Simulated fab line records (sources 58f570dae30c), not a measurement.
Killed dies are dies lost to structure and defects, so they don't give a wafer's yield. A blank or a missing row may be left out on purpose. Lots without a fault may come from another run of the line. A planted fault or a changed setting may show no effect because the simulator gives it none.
fab line records    flow berkeley_cmos170    part 1 of 2: steps 1 to 29 of 40
record lots=5  wafers=15  last_day=12
route steps=331 shown SDANNEAL@205 PSD@206 NSD@207 PLDD@208 NLDD@209 SILICIDE@210 CONTACT@216 M1@238
lots that met no fault: taken from a fault-free run of the same line
start_h: hours from the record's first day to the start of the lot's first wafer shown    wait_h: hours since the lot's step before    " as in the row above    L1.1+2: a row that stands for several wafers    - no value, or no start was given    * or withheld: withheld    < > ~ a bound
route shown NAME@n: a module of which the file shows steps, and the number in the route of the first    usual: the fault-free wafers' mean and standard deviation    same: alike in all rows    chamber/n: place in a boat    sites: per-site readings    _std_site: how widely they spread, as a standard deviation    _edge_site: outer sites' mean less inner sites'    radius_mm: for every site, how far away it sits from the centre of the wafer    mask NAME#n: copy n    behind: the last tool/chamber to shape the wafer    hold: why the lot went on hold/how many hours it stayed there/how the hold came to an end    device: names the non-switching transistor (n, p or np)    end of line: at the end of the route, the tests of the same wafers    where a step has no rows: the recipe by itself    killed: not the wafer's yield, but the dies lost to structure and defects at the first sort    map: dies across one wafer; x = killed, . = not, _ = none there
set.NAME: the setting as run; set.NAME@STEP: as run at that earlier step    model.NAME: the simulator's own value behind a step, which no gauge read
lots seen at some steps along the route; tables by step, rows by wafer
services: from which hour (start_h, from the record's first day; less than 0 if before it) a tool's chamber was out of use, for how many hours, and why
## steps
# step UCB170_SDANNEAL_RTA_01
# recipe temp_c=1050  time_s=5  ambient=N2
# usual lamp_power_pct=37.8/2.6  wafer_temp_C_max=1053.6/0.7
# same time_s=5
lot.wafer  tool           chamber  start_h  wait_h  lamp_power_pct  wafer_temp_C_max
L074.3     rtp_anneal-01  0        165.17   0.1     35.0            1053.7
L074.5     "              0        "        "       34.9            1053.1
L074.6     "              0        "        "       34.9            1054.8
L075.1     rtp_anneal-02  0        179.53   0.1     40.1            1053.1
L075.2     "              0        "        "       40.1            1054.7
L075.6     "              0        "        "       40.2            1053.7
L079.2     rtp_anneal-02  0        197.52   0.1     40.1            1053.3
L079.3     "              0        "        "       40.1            1053.9
L079.4     "              0        "        "       40.2            1053.5
L087.3     rtp_anneal-01  0        231.63   0.1     34.9            1053.0
L087.4     "              0        "        "       34.9            1052.7
L087.5     "              0        "        "       34.9            1055.1
L092.1     rtp_anneal-01  0        268.66   0.1     35.0            1053.3
L092.3     "              0        "        "       34.9            1053.0
L092.5     "              0        "        "       35.0            1053.2
# step UCB170_SDANNEAL_RS_MEAS_02
# recipe thk_meas_gauge=four-point-probe
# usual PSD_RS=75.46/0.29
lot.wafer  tool           chamber  start_h  wait_h  PSD_RS[ohm/sq]
L074.3     film_metro-01  -        165.25   0.1     75.18
L074.5     "              -        "        "       75.57
L074.6     "              -        "        "       75.25
L075.1     film_metro-04  -        179.58   0.0     75.73
L075.2     "              -        "        "       75.50
L075.6     "              -        "        "       75.30
L079.2     film_metro-04  -        197.58   0.1     75.70
L079.3     "              -        "        "       75.51
L079.4     "              -        "        "       75.54
L087.3     film_metro-01  -        231.71   0.1     75.51
L087.4     "              -        "        "       75.89
L087.5     "              -        "        "       75.80
L092.1     film_metro-04  -        268.78   0.1     75.27
L092.3     "              -        "        "       75.26
L092.5     "              -        "        "       75.80
# step UCB170_SDANNEAL_RS_MEAS_03
# recipe thk_meas_gauge=four-point-probe
# usual NSD_RS=37.23/0.092
lot.wafer  tool           chamber  start_h  wait_h  NSD_RS[ohm/sq]
L074.3     film_metro-01  -        165.37   0.1     37.41
L074.5     "              -        "        "       37.53
L074.6     "              -        "        "       37.45
L075.1     film_metro-04  -        179.70   0.1     37.19
L075.2     "              -        "        "       37.23
L075.6     "              -        "        "       37.29
L079.2     film_metro-04  -        197.70   0.1     37.24
L079.3     "              -        "        "       37.32
L079.4     "              -        "        "       37.23
L087.3     film_metro-01  -        231.83   0.1     37.24
L087.4     "              -        "        "       37.17
L087.5     "              -        "        "       37.25
L092.1     film_metro-04  -        268.90   0.1     37.23
L092.3     "              -        "        "       37.18
L092.5     "              -        "        "       37.15
# step UCB170_SDANNEAL_RS_MEAS_04
# recipe thk_meas_gauge=four-point-probe
# usual PLDD_RS=1031.2/2.6
lot.wafer  tool           chamber  start_h  wait_h  PLDD_RS[ohm/sq]
L074.3     film_metro-01  -        165.49   0.1     1032.0
L074.5     "              -        "        "       1030.7
L074.6     "              -        "        "       1033.9
L075.1     film_metro-04  -        179.82   0.1     1033.9
L075.2     "              -        "        "       1032.1
L075.6     "              -        "        "       1030.9
L079.2     film_metro-04  -        197.82   0.1     1032.9
L079.3     "              -        "        "       1034.5
L079.4     "              -        "        "       1032.7
L087.3     film_metro-01  -        231.95   0.1     1032.3
L087.4     "              -        "        "       1032.3
L087.5     "              -        "        "       1032.6
L092.1     film_metro-04  -        269.02   0.1     1029.0
L092.3     "              -        "        "       1027.5
L092.5     "              -        "        "       1031.7
# step UCB170_SDANNEAL_RS_MEAS_05
# recipe thk_meas_gauge=four-point-probe
# usual NLDD_RS=613.0/1.7
lot.wafer  tool           chamber  start_h  wait_h  NLDD_RS[ohm/sq]
L074.3     film_metro-01  -        165.61   0.1     617.4
L074.5     "              -        "        "       616.4
L074.6     "              -        "        "       616.5
L075.1     film_metro-04  -        179.94   0.1     616.0
L075.2     "              -        "        "       613.3
L075.6     "              -        "        "       615.5
L079.2     film_metro-04  -        197.94   0.1     615.3
L079.3     "              -        "        "       613.3
L079.4     "              -        "        "       613.6
L087.3     film_metro-01  -        232.07   0.1     610.8
L087.4     "              -        "        "       611.3
L087.5     "              -        "        "       612.0
L092.1     film_metro-04  -        269.14   0.1     612.5
L092.3     "              -        "        "       611.9
L092.5     "              -        "        "       613.0
# step UCB170_SILICIDE_PRE_CLEAN_00
# recipe gas=Ar  preclean_etch_time_s=60
lot.wafer   tool            chamber  start_h  wait_h
L074.3+5+6  pvd_sputter-03  -        165.69   0.1
L075.1+2+6  pvd_sputter-02  -        180.06   0.1
L079.2+3+4  pvd_sputter-03  -        198.04   0.1
L087.3+4+5  pvd_sputter-03  -        232.15   0.1
L092.1+3+5  pvd_sputter-03  -        269.26   0.1
# step UCB170_SILICIDE_SPUTTER_01
# recipe material=Ti  target_thk_nm=30  time_s=25  power_w=1500  chamber_pressure_pa=0.5
# usual throttle_valve_pct=29.8/0.94
# same time_s=25
lot.wafer  tool            chamber  start_h  wait_h  throttle_valve_pct
L074.3     pvd_sputter-03  -        165.75   0.0     30.8
L074.5     "               -        "        "       29.6
L074.6     "               -        "        "       30.0
L075.1     pvd_sputter-02  -        180.13   0.0     30.6
L075.2     "               -        "        "       29.6
L075.6     "               -        "        "       30.4
L079.2     pvd_sputter-03  -        198.11   0.0     30.1
L079.3     "               -        "        "       30.1
L079.4     "               -        "        "       29.4
L087.3     pvd_sputter-03  -        232.22   0.0     29.9
L087.4     "               -        "        "       30.2
L087.5     "               -        "        "       30.7
L092.1     pvd_sputter-03  -        269.32   0.0     30.1
L092.3     "               -        "        "       30.0
L092.5     "               -        "        "       30.2
# step UCB170_SILICIDE_RS_MEAS_02
# recipe thk_meas_gauge=four-point-probe  reads=Ti_of_SILICIDE_SPUTTER_01
# usual SILICIDE_TI_RS=26.2/0.36
lot.wafer  tool           chamber  start_h  wait_h  SILICIDE_TI_RS[ohm/sq]
L074.3     film_metro-02  -        165.82   0.1     26.2
L074.5     "              -        "        "       25.9
L074.6     "              -        "        "       25.8
L075.1     film_metro-02  -        180.16   0.0     25.9
L075.2     "              -        "        "       26.8
L075.6     "              -        "        "       26.0
L079.2     film_metro-03  -        198.16   0.0     26.3
L079.3     "              -        "        "       26.6
L079.4     "              -        "        "       26.5
L087.3     film_metro-02  -        232.29   0.1     26.0
L087.4     "              -        "        "       26.4
L087.5     "              -        "        "       26.4
L092.1     film_metro-01  -        269.43   0.1     26.3
L092.3     "              -        "        "       26.4
L092.5     "              -        "        "       26.0
# step UCB170_SILICIDE_THK_MEAS_03
# recipe thk_meas_gauge=xrf  reads=Ti_of_SILICIDE_SPUTTER_01
# usual SILICIDE_TI_THK=30.2/0.38
lot.wafer  tool           chamber  start_h  wait_h  SILICIDE_TI_THK[nm]
L074.3     film_metro-02  -        165.92   0.1     30.4
L074.5     "              -        "        "       30.6
L074.6     "              -        "        "       30.8
L075.1     film_metro-02  -        180.28   0.1     30.6
L075.2     "              -        "        "       29.8
L075.6     "              -        "        "       30.7
L079.2     film_metro-03  -        198.27   0.1     30.1
L079.3     "              -        "        "       30.0
L079.4     "              -        "        "       30.1
L087.3     film_metro-02  -        232.39   0.1     30.8
L087.4     "              -        "        "       30.3
L087.5     "              -        "        "       30.2
L092.1     film_metro-01  -        269.55   0.1     29.8
L092.3     "              -        "        "       29.7
L092.5     "              -        "        "       30.2
# step UCB170_SILICIDE_RTA_04
# recipe temp_c=650  time_s=15  ambient=N2
# usual lamp_power_pct=10.6/0.7  wafer_temp_C_max=652.2/0.52
# same time_s=15
lot.wafer  tool           chamber  start_h  wait_h  lamp_power_pct  wafer_temp_C_max
L074.3     rtp_anneal-02  0        165.99   0.1     11.1            651.8
L074.5     "              0        "        "       11.1            652.2
L074.6     "              0        "        "       11.1            652.3
L075.1     rtp_anneal-01  0        180.34   0.1     9.7             652.5
L075.2     "              0        "        "       9.7             651.7
L075.6     "              0        "        "       9.7             652.4
L079.2     rtp_anneal-02  0        198.33   0.1     11.1            652.0
L079.3     "              0        "        "       11.1            651.9
L079.4     "              0        "        "       11.2            652.6
L087.3     rtp_anneal-01  0        232.45   0.1     9.7             652.7
L087.4     "              0        "        "       9.7             653.1
L087.5     "              0        "        "       9.7             653.6
L092.1     rtp_anneal-01  0        269.61   0.1     9.7             652.9
L092.3     "              0        "        "       9.7             652.3
L092.5     "              0        "        "       9.7             652.0
# step UCB170_SILICIDE_WET_ETCH_05
# recipe chemistry=SPM  time_s=45  temp_c=120  target=Ti
# same time_s=45
lot.wafer   tool          chamber  start_h  wait_h
L074.3+5+6  wet_bench-01  0        166.04   0.0
L075.1+2+6  wet_bench-04  3        180.42   0.1
L079.2+3+4  wet_bench-04  1        198.40   0.1
L087.3+4+5  wet_bench-01  3        232.50   0.0
L092.1+3+5  wet_bench-03  2        269.69   0.1
# step UCB170_CONTACT_CLEAN_00
# recipe chemistry=SPM  temp_c=120  time_s=600
# same time_s=600
lot.wafer   tool          chamber  start_h  wait_h
L074.3+5+6  wet_bench-04  3        166.06   0.0
L075.1+2+6  wet_bench-03  3        180.44   0.0
L079.2+3+4  wet_bench-03  0        198.42   0.0
L087.3+4+5  wet_bench-01  2        232.53   0.0
L092.1+3+5  wet_bench-01  1        269.71   0.0
# step UCB170_CONTACT_CVD_01
# recipe material=PSG  target_thk_nm=700  temp_c=450  precursor=SiH4/O2/PH3  time_s=2820  pressure_mtorr=300  sih4_flow_sccm=60  o2_flow_sccm=90  ph3_flow_sccm=25
# usual zone_power_load_pct=7.1/0.34
# same time_s=2820
lot.wafer  tool      chamber  start_h  wait_h  zone_power_load_pct
L074.3     lpcvd-02  1        166.25   0.0     7.7
L074.5     "         1        "        "       7.8
L074.6     "         1        "        "       7.6
L075.1     lpcvd-02  0        180.61   0.0     6.8
L075.2     "         0        "        "       7.0
L075.6     "         0        "        "       7.0
L079.2     lpcvd-02  0        198.59   0.0     6.9
L079.3     "         0        "        "       6.9
L079.4     "         0        "        "       6.8
L087.3     lpcvd-01  0        233.03   0.3     6.9
L087.4     "         0        "        "       6.8
L087.5     "         0        "        "       6.9
L092.1     lpcvd-01  0        270.48   0.6     6.8
L092.3     "         0        "        "       6.8
L092.5     "         0        "        "       6.8
# step UCB170_CONTACT_THK_MEAS_02
# recipe reads=PSG_of_CONTACT_CVD_01
# usual CONTACT_PSG_THK=698/7
lot.wafer  tool           chamber  start_h  wait_h  CONTACT_PSG_THK[nm]
L074.3     film_metro-03  -        168.05   0.0     684
L074.5     "              -        "        "       687
L074.6     "              -        "        "       690
L075.1     film_metro-04  -        183.29   0.0     693
L075.2     "              -        "        "       688
L075.6     "              -        "        "       692
L079.2     film_metro-04  -        200.39   0.0     703
L079.3     "              -        "        "       698
L079.4     "              -        "        "       700
L087.3     film_metro-04  -        235.72   0.0     704
L087.4     "              -        "        "       703
L087.5     "              -        "        "       698
L092.1     film_metro-02  -        272.26   0.0     695
L092.3     "              -        "        "       701
L092.5     "              -        "        "       699
# step UCB170_CONTACT_HMDS_03
# recipe prime_time_s=60  prime_temp_c=100.6
lot.wafer   tool            chamber  start_h  wait_h
L074.3+5+6  litho_track-03  0        168.14   0.1
L075.1+2+6  litho_track-02  0        183.35   0.1
L079.2+3+4  litho_track-04  0        200.46   0.1
L087.3+4+5  litho_track-04  0        235.92   0.2
L092.1+3+5  litho_track-04  0        272.32   0.1
# step UCB170_CONTACT_COAT_04
# recipe resist=KrF  spin_rpm=1500  resist_thk_nm=900
lot.wafer   tool            chamber  start_h  wait_h
L074.3+5+6  litho_track-03  0        168.29   0.1
L075.1+2+6  litho_track-02  0        183.50   0.1
L079.2+3+4  litho_track-04  0        200.61   0.1
L087.3+4+5  litho_track-04  0        236.07   0.1
L092.1+3+5  litho_track-04  0        272.47   0.1
# step UCB170_CONTACT_SOFTBAKE_05
# recipe resist=KrF  temp_c=130  time_s=60
# same time_s=60
lot.wafer   tool            chamber  start_h  wait_h
L074.3+5+6  litho_track-03  0        168.44   0.1
L075.1+2+6  litho_track-02  0        183.65   0.1
L079.2+3+4  litho_track-04  0        200.76   0.1
L087.3+4+5  litho_track-04  0        236.22   0.1
L092.1+3+5  litho_track-04  0        272.62   0.1
# step UCB170_CONTACT_STRIP_06
# recipe chemistry=O2  power_w=400  pressure_mtorr=3500  platen_temp_c=withheld  o2_flow_sccm=400  overash_fraction=0.5
# usual drypump_motor_current_A=5.8/0.36  oes_product_au=0.735/0.0045  strip_time_to_endpoint_s=21.95/0.075
lot.wafer  tool             chamber  start_h  wait_h  drypump_motor_current_A  oes_product_au  rf_hours_counter_h  strip_time_to_endpoint_s
L074.3     plasma_asher-02  0        168.58   0.1     5.6                      0.729           -                   21.84
L074.5     "                1        "        "       6.1                      0.728           -                   21.80
L074.6     "                0        "        "       5.5                      0.737           -                   21.85
L075.1     plasma_asher-03  1        183.80   0.1     6.1                      0.729           7                   22.08
L075.2     "                0        "        "       5.9                      0.740           7                   21.95
L075.6     "                1        "        "       6.1                      0.737           -                   21.99
L079.2     plasma_asher-03  0        200.89   0.1     5.9                      0.730           10                  21.78
L079.3     "                0        "        "       5.9                      0.743           -                   21.79
L079.4     "                1        "        "       6.1                      0.737           -                   21.85
L087.3     plasma_asher-03  1        236.36   0.1     6.1                      0.734           -                   21.87
L087.4     "                0        "        "       5.9                      0.743           -                   21.95
L087.5     "                1        "        "       6.0                      0.733           -                   21.97
L092.1     plasma_asher-03  1        272.77   0.1     6.1                      0.739           18                  21.97
L092.3     "                1        "        "       6.1                      0.740           -                   22.00
L092.5     "                0        "        "       5.9                      0.741           -                   22.01
# step UCB170_CONTACT_CLEAN_07
# recipe chemistry=SPM  temp_c=120  time_s=600
# same time_s=600
lot.wafer   tool          chamber  start_h  wait_h
L074.3+5+6  wet_bench-01  3        168.83   0.2
L075.1+2+6  wet_bench-01  1        183.98   0.1
L079.2+3+4  wet_bench-01  1        200.99   0.1
L087.3+4+5  wet_bench-01  1        236.42   0.0
L092.1+3+5  wet_bench-01  0        273.07   0.3
# step UCB170_CONTACT_RTA_08
# recipe temp_c=900  time_s=10  ambient=N2
# usual lamp_power_pct=24.5/1.7  wafer_temp_C_max=903.1/0.69
# same time_s=10
lot.wafer  tool           chamber  start_h  wait_h  lamp_power_pct  wafer_temp_C_max
L074.3     rtp_anneal-01  0        169.03   0.0     22.7            902.6
L074.5     "              0        "        "       22.7            903.7
L074.6     "              0        "        "       22.7            903.1
L075.1     rtp_anneal-02  0        184.15   0.0     26.0            903.1
L075.2     "              0        "        "       25.9            902.3
L075.6     "              0        "        "       26.0            902.0
L079.2     rtp_anneal-02  0        201.17   0.0     26.0            903.8
L079.3     "              0        "        "       26.0            902.4
L079.4     "              0        "        "       26.0            903.3
L087.3     rtp_anneal-01  0        236.62   0.0     22.6            902.8
L087.4     "              0        "        "       22.6            902.8
L087.5     "              0        "        "       22.7            904.0
L092.1     rtp_anneal-01  0        273.42   0.0     22.7            903.2
L092.3     "              0        "        "       22.6            903.7
L092.5     "              0        "        "       22.6            904.8
# step UCB170_CONTACT_COAT_09
# recipe resist=BARC  temp_c=withheld  time_s=withheld  spin_rpm=3000  resist_thk_nm=withheld
lot.wafer   tool            chamber  start_h  wait_h
L074.3+5+6  litho_track-03  0        169.30   0.3
L075.1+2+6  litho_track-03  0        184.22   0.1
L079.2+3+4  litho_track-03  0        201.25   0.1
L087.3+4+5  litho_track-04  0        236.82   0.2
L092.1+3+5  litho_track-04  0        273.49   0.1
# step UCB170_CONTACT_COAT_10
# recipe resist=KrF  spin_rpm=1500  resist_thk_nm=900
lot.wafer   tool            chamber  start_h  wait_h
L074.3+5+6  litho_track-03  0        -        -
L075.1+2+6  litho_track-03  0        -        -
L079.2+3+4  litho_track-03  0        -        -
L087.3+4+5  litho_track-04  0        -        -
L092.1+3+5  litho_track-04  0        -        -
# step UCB170_CONTACT_SOFTBAKE_11
# recipe resist=KrF  temp_c=130  time_s=60
# same time_s=60
lot.wafer   tool            chamber  start_h  wait_h
L074.3+5+6  litho_track-03  0        -        -
L075.1+2+6  litho_track-03  0        -        -
L079.2+3+4  litho_track-03  0        -        -
L087.3+4+5  litho_track-04  0        -        -
L092.1+3+5  litho_track-04  0        -        -
# step UCB170_CONTACT_EXPOSE_12
# recipe mask_id=CONT  target_cd_nm=700  na=0.5  sigma_outer=0.6  source_shape=conventional  dose_mj=35
# usual exposure_dose_mJ_cm2=35.38/0.032  reticle_temp_C=22.97/0.13
lot.wafer  tool            chamber  start_h  wait_h  mask    exposure_dose_mJ_cm2  reticle_temp_C
L074.3     krf_scanner-02  0        169.86   -       CONT#0  35.35                 23.05
L074.5     "               0        "        "       CONT#0  35.33                 23.17
L074.6     "               0        "        "       CONT#0  35.41                 23.21
L075.1     krf_scanner-01  0        184.80   -       CONT#0  35.46                 23.03
L075.2     "               0        "        "       CONT#0  35.44                 22.95
L075.6     "               0        "        "       CONT#0  35.34                 23.01
L079.2     krf_scanner-02  0        201.70   -       CONT#0  35.37                 22.90
L079.3     "               0        "        "       CONT#0  35.35                 22.88
L079.4     "               0        "        "       CONT#0  35.37                 22.69
L087.3     krf_scanner-02  0        237.39   -       CONT#0  35.34                 22.85
L087.4     "               0        "        "       CONT#0  35.33                 22.85
L087.5     "               0        "        "       CONT#0  35.39                 22.92
L092.1     krf_scanner-02  0        274.31   -       CONT#0  35.40                 23.21
L092.3     "               0        "        "       CONT#0  35.37                 23.24
L092.5     "               0        "        "       CONT#0  35.40                 23.11
# step UCB170_CONTACT_PEB_13
# recipe peb_temp_c=130  peb_time_s=withheld  resist=KrF
lot.wafer   tool            chamber  start_h  wait_h
L074.3+5+6  litho_track-04  0        169.99   0.1
L075.1+2+6  litho_track-04  0        185.06   0.2
L079.2+3+4  litho_track-03  0        201.82   0.1
L087.3+4+5  litho_track-03  0        237.82   0.4
L092.1+3+5  litho_track-04  0        274.42   0.1
# step UCB170_CONTACT_DEVELOP_14
# recipe developer=TMAH  develop_time_s=45  resist=KrF  dev_temp_c=21
# usual developer_temp_C=21.00/0.098
lot.wafer  tool            chamber  start_h  wait_h  developer_temp_C
L074.3     litho_track-04  0        -        -       20.93
L074.5     "               0        "        "       20.97
L074.6     "               0        "        "       20.99
L075.1     litho_track-04  0        -        -       20.99
L075.2     "               0        "        "       21.16
L075.6     "               0        "        "       20.93
L079.2     litho_track-03  0        -        -       21.00
L079.3     "               0        "        "       21.00
L079.4     "               0        "        "       21.19
L087.3     litho_track-03  0        -        -       21.09
L087.4     "               0        "        "       21.07
L087.5     "               0        "        "       20.94
L092.1     litho_track-04  0        -        -       21.06
L092.3     "               0        "        "       21.04
L092.5     "               0        "        "       21.10
# step UCB170_CONTACT_CD_MEAS_15
# recipe target_cd_nm=700
# usual cd_nm=700.0/1.5
lot.wafer  tool       chamber  start_h  wait_h  cd_nm
L074.3     cd_sem-02  -        170.26   -       698.9
L074.5     "          -        "        "       699.5
L074.6     "          -        "        "       698.6
L075.1     cd_sem-01  -        185.33   -       701.3
L075.2     "          -        "        "       701.3
L075.6     "          -        "        "       699.2
L079.2     cd_sem-01  -        202.09   -       701.5
L079.3     "          -        "        "       702.4
L079.4     "          -        "        "       702.4
L087.3     cd_sem-02  -        238.09   -       699.2
L087.4     "          -        "        "       699.1
L087.5     "          -        "        "       699.6
L092.1     cd_sem-01  -        274.70   -       700.0
L092.3     "          -        "        "       700.8
L092.5     "          -        "        "       699.3
# step UCB170_CONTACT_OVL_MEAS_16
# usual CONTACT_OVL=4/5.5
lot.wafer  tool        chamber  start_h  wait_h  CONTACT_OVL[nm]
L074.3     overlay-01  -        170.35   0.1     8
L074.5     "           -        "        "       -1
L074.6     "           -        "        "       3
L075.1     overlay-01  -        185.45   0.1     2
L075.2     "           -        "        "       4
L075.6     "           -        "        "       0
L079.2     overlay-01  -        202.20   0.1     7
L079.3     "           -        "        "       1
L079.4     "           -        "        "       2
L087.3     overlay-02  -        238.18   0.1     6
L087.4     "           -        "        "       9
L087.5     "           -        "        "       10
L092.1     overlay-02  -        274.82   0.1     12
L092.3     "           -        "        "       8
L092.5     "           -        "        "       9
# step UCB170_CONTACT_ETCH_17
# recipe chemistry=N2/H2  target_depth_a=withheld  overetch_a=withheld  target=BARC  time_s=withheld  source_w=500  bias_w=100  pressure_mtorr=30  n2_flow_sccm=100  h2_flow_sccm=200
# usual drypump_motor_current_A=5.7/0.47  oes_product_au=1.000/0.018  throttle_valve_pct=13.18/0.13
lot.wafer  tool         chamber  start_h  wait_h  drypump_motor_current_A  oes_product_au  throttle_valve_pct
L074.3     rie_diel-01  0        170.37   0.0     5.5                      0.991           13.09
L074.5     "            3        "        "       6.4                      1.020           13.19
L074.6     "            0        "        "       5.4                      0.996           13.08
L075.1     rie_diel-04  0        185.49   0.0     5.2                      1.016           13.43
L075.2     "            3        "        "       5.5                      0.973           13.24
L075.6     "            1        "        "       5.7                      0.977           13.19
L079.2     rie_diel-01  0        202.23   0.0     5.4                      0.983           13.10
L079.3     "            3        "        "       6.4                      1.022           13.18
L079.4     "            2        "        "       5.3                      1.006           13.17
L087.3     rie_diel-04  2        238.20   0.0     6.3                      1.003           13.18
L087.4     "            3        "        "       5.5                      0.969           13.24
L087.5     "            1        "        "       5.7                      0.984           13.20
L092.1     rie_diel-01  0        274.85   0.0     5.4                      0.994           13.08
L092.3     "            1        "        "       5.3                      1.008           12.94
L092.5     "            3        "        "       6.4                      1.011           13.18
